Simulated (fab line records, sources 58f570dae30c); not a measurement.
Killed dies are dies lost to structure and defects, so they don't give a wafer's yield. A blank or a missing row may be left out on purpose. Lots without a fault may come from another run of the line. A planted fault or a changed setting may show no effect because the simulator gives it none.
Split-lot experiment | flow berkeley_cmos170 | 5 lots, 23 wafers read, on a route of 331 steps

THE SPLIT
At UCB170_NWELL_ETCH_13 (etches Si3N4 in CH3F/Ar/O2, stops on SiO2, target depth 246.4 nm, time 154 s), the setting time_s was moved away from the recipe's 154 s on 5 of the 23 wafers read, by +8.1% to +10.0%. The other wafers ran this setting at the recipe's value.

The reading is taken at the split's own step.

THE READING
KrF_of_NWELL_COAT_07.thk_nm (the simulator's own value, which no gauge read), in nm, at UCB170_NWELL_ETCH_13 (etches Si3N4 in CH3F/Ar/O2, stops on SiO2, target depth 246.4 nm, time 154 s). The file gives no usual value for it. The 18 wafers here that ran the recipe average 722.8 nm, standard deviation 2.3 nm.

wafer  | tool, chamber at the split | time_s as run, s | against the recipe | KrF_of_NWELL_COAT_07.thk_nm, nm | against lot-mates on the recipe
L076.1 | rie_diel-04, 1             | 154              | recipe             | 720.6                           | -
L076.2 | rie_diel-04, 3             | 169.4            | +10.0%             | 705.3                           | -18.1
L076.3 | rie_diel-04, 2             | 169.4            | +10.0%             | 709.1                           | -14.2
L076.5 | rie_diel-04, 1             | 169.4            | +10.0%             | 702.7                           | -20.6
L076.6 | rie_diel-04, 2             | 154              | recipe             | 726.1                           | -
L079.2 | rie_diel-04, 3             | 154              | recipe             | 722.8                           | -
L079.3 | rie_diel-04, 1             | 154              | recipe             | 717.7                           | -
L079.5 | rie_diel-04, 3             | 154              | recipe             | 723.5                           | -
L080.1 | rie_diel-01, 2             | 154              | recipe             | 723.6                           | -
L080.2 | rie_diel-01, 3             | 154              | recipe             | 726.4                           | -
L080.3 | rie_diel-01, 1             | 154              | recipe             | 726.6                           | -
L080.5 | rie_diel-01, 0             | 166.4            | +8.1%              | 711.6                           | -13.9
L080.6 | rie_diel-01, 1             | 166.4            | +8.1%              | 713.3                           | -12.2
L082.1 | rie_diel-03, 3             | 154              | recipe             | 722                             | -
L082.2 | rie_diel-03, 2             | 154              | recipe             | 724.9                           | -
L082.3 | rie_diel-03, 1             | 154              | recipe             | 721.4                           | -
L082.4 | rie_diel-03, 0             | 154              | recipe             | 721.6                           | -
L082.5 | rie_diel-03, 2             | 154              | recipe             | 719.2                           | -
L084.2 | rie_diel-04, 2             | 154              | recipe             | 723.3                           | -
L084.3 | rie_diel-04, 0             | 154              | recipe             | 720.7                           | -
L084.4 | rie_diel-04, 2             | 154              | recipe             | 722.6                           | -
L084.5 | rie_diel-04, 3             | 154              | recipe             | 723.1                           | -
L084.6 | rie_diel-04, 0             | 154              | recipe             | 724.5                           | -

THE FIT
A straight line over all 23 wafers: KrF_of_NWELL_COAT_07.thk_nm changes by -1.59 nm for each +1% of time_s; r = -0.93; the points scatter about the line by 2.6 nm.
The same after taking each lot's own level away (the mean of its wafers on the recipe; 23 wafers): -1.72 nm for each +1%; r = -0.96; scatter 2.1 nm.
On that fit, the largest move of time_s shifts the reading by 17 nm.
The lots' own levels span 721.33 to 725.53 nm, that is 1.8 times the standard deviation above.
So the lot-to-lot level changes the slope little: the two slopes agree.
Check: with one of the wafers moved furthest among these (+10.0%) left out of the fit, the line predicts -17 nm for it against its lot-mates. It came out at -18.1 nm against them.

OTHER SPLITS ON THESE WAFERS
These wafers also went through other splits before the reading. Each is held against what the fit with the lots' levels taken away leaves over:
other split on the same wafers | wafers away from the commonest value | r with KrF_of_NWELL_COAT_07.thk_nm (lot level and that fit taken away)
UCB170_ZERO_ETCH_06 time_s     | 4                                    | -0.19

THE WHOLE CHAIN: every reading that the file lists as answering this split, in the file's order
step                  | what it does                                                                 | reading                                                                      | change (the file's fit)              | r (the file's)
UCB170_NWELL_ETCH_13  | etches Si3N4 in CH3F/Ar/O2, stops on SiO2, target depth 246.4 nm, time 154 s | KrF_of_NWELL_COAT_07.thk_nm (the simulator's own value, which no gauge read) | -1.71 nm for each +1% of the setting | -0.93
UCB170_NWELL_STRIP_15 | strips in O2                                                                 | strip_time_to_endpoint_s                                                     | withheld for each +1% of the setting | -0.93

THE FILE'S OWN FIT
KrF_of_NWELL_COAT_07.thk_nm changes by -1.71 nm for each +1% of time_s, r = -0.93.
